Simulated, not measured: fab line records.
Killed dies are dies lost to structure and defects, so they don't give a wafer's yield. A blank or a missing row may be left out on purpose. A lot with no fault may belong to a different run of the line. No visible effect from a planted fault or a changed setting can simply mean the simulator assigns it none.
Which tool is to blame? ; flow rit cmos ; Sampling: 14 lots, 42 wafers, 3 of 202 route steps

WHAT EACH GAUGE READ, for each wafer
RIT_FOX2_THK_MEAS_91.
lot;measured;on;FIELD_OXIDE_LEFT_2_THK (nm)
L329;day 2 14:50;film metro-03;260 255 258
L330;day 2 19:34;film metro-01;275 267 275
L332;day 3 05:32;film metro-03;244 246 247
L335;day 3 22:55;film metro-03;249 249 249
L337;day 4 09:04;film metro-03;245 249 248
L340;day 4 23:06;film metro-04;273 272 276
L342;day 5 09:38;film metro-03;246 253 253
L343;day 5 16:05;film metro-03;258 255 247
L344;day 5 17:45;film metro-03;252 257 251
L347;day 6 10:38;film metro-03;254 254 246
L348;day 6 15:27;film metro-03;260 259 254
L349;day 6 20:39;film metro-03;268 269 267
L350;day 7 00:31;film metro-03;235 239 238
L351;day 7 05:43;film metro-01;249 250 246

RIT_PLDD_TW_MEAS_10.
lot;measured;on;PLDD_TW
L329;day 3 04:39;film metro-02;2359 2348 2346
L330;day 3 07:01;film metro-01;2356 2355 2351
L332;day 3 18:35;film metro-02;2349 2345 2349
L335;day 4 13:13;film metro-02;2358 2331 2359
L337;day 4 21:37;film metro-01;2356 2337 2353
L340;day 5 11:17;film metro-01;2346 2326 2341
L342;day 6 00:57;film metro-03;2371 2357 2361
L343;day 6 04:25;film metro-03;2366 2364 2371
L344;day 6 08:39;film metro-02;2352 2347 2337
L347;day 6 23:36;film metro-01;2345 2344 2337
L348;day 7 05:10;film metro-01;30 30 30
L349;day 7 08:52;film metro-03;30 30 30
L350;day 7 12:03;film metro-01;2340 2326 2334
L351;day 7 20:02;film metro-02;2341 2344 2340

WHAT TOOL EACH LOT RAN ON (gives the tool, then ch and the chambers of the sampled wafers, and finally the start)
lot;RIT_NLDD_STRIP_09
L329;plasma asher-02 ch 0,1, day 3 02:55
L330;plasma asher-04 ch 0,1, day 3 05:17
L332;plasma asher-03 ch 0,1, day 3 17:02
L335;plasma asher-04 ch 0,1, day 4 11:37
L337;plasma asher-04 ch 0,1, day 4 20:01
L340;plasma asher-02 ch 0,1, day 5 09:41
L342;plasma asher-02 ch 0,1, day 5 23:02
L343;plasma asher-03 ch 0,1, day 6 02:49
L344;plasma asher-02 ch 0,1, day 6 07:03
L347;plasma asher-03 ch 0,1, day 6 21:54
L348;plasma asher-04 ch 0, day 7 03:16
L349;plasma asher-02 ch 0,1, day 7 07:16
L350;plasma asher-04 ch 0,1, day 7 10:20
L351;plasma asher-04 ch 0,1, day 7 18:19
- RIT_NLDD_STRIP_09: strips in O2, time 180 s.

WHAT THE TOOLS THEMSELVES READ (means of the sampled wafers that have a number; where no wafer has one, the mark that the record gives instead)
RIT_NLDD_STRIP_09.
lot;tool;chamber pressure mTorr (mTorr);drypump motor current A (A);rf refl power W (W)
L329;plasma asher-02;3995;6.0;6.0
L330;plasma asher-04;4003;5.6;5.4
L332;plasma asher-03;3998;6.1;6.5
L335;plasma asher-04;3997;5.7;5.9
L337;plasma asher-04;4001;5.6;5.4
L340;plasma asher-02;4003;5.7;5.7
L342;plasma asher-02;3998;5.7;5.7
L343;plasma asher-03;4003;6.1;6.6
L344;plasma asher-02;3995;5.7;5.9
L347;plasma asher-03;4004;6.1;6.7
L348;plasma asher-04;-;-;-
L349;plasma asher-02;-;-;-
L350;plasma asher-04;4001;5.7;6.0
L351;plasma asher-04;4002;5.6;5.6

THE ANSWER, worked out from the rows above alone
Rule: usual is defined by the lots themselves. Put in order of their means at a reading, lots are off if they are a third of the lots or fewer, leave a main group of 4 or more, and stand apart from it by a gap of 3 or more times the standard deviation of the main group's means; of several such gaps the widest counts. A main group is skipped when, at the precision printed for the reading in the tables above, its means are all equal. Also off: a lot with no number at a reading for which 4 or more lots have one. Where the step has rows for the other lots, those lots are counted as sound. First the gauges in route order, then the tools' own readings, where a lot's mean is used as printed above. The first step at which some lot is off is used, and at that step the reading that is off furthest; a lot without a number counts as furthest.
Off: L348, L349, seen at RIT_PLDD_TW_MEAS_10 (PLDD_TW). The main group: mean 2348, standard deviation 9.3.
If a tool, at a process step before that reading, ran all the lots that are off and no sound lot after the first of them, it fits. Not tried: the gauges at RIT_PLDD_TW_MEAS_10; whatever is off there is also off at RIT_NLDD_STRIP_09, on other tools, and gauge error can't account for it. Of those tried, none fits.

WHAT THE SIMULATOR PUT IN
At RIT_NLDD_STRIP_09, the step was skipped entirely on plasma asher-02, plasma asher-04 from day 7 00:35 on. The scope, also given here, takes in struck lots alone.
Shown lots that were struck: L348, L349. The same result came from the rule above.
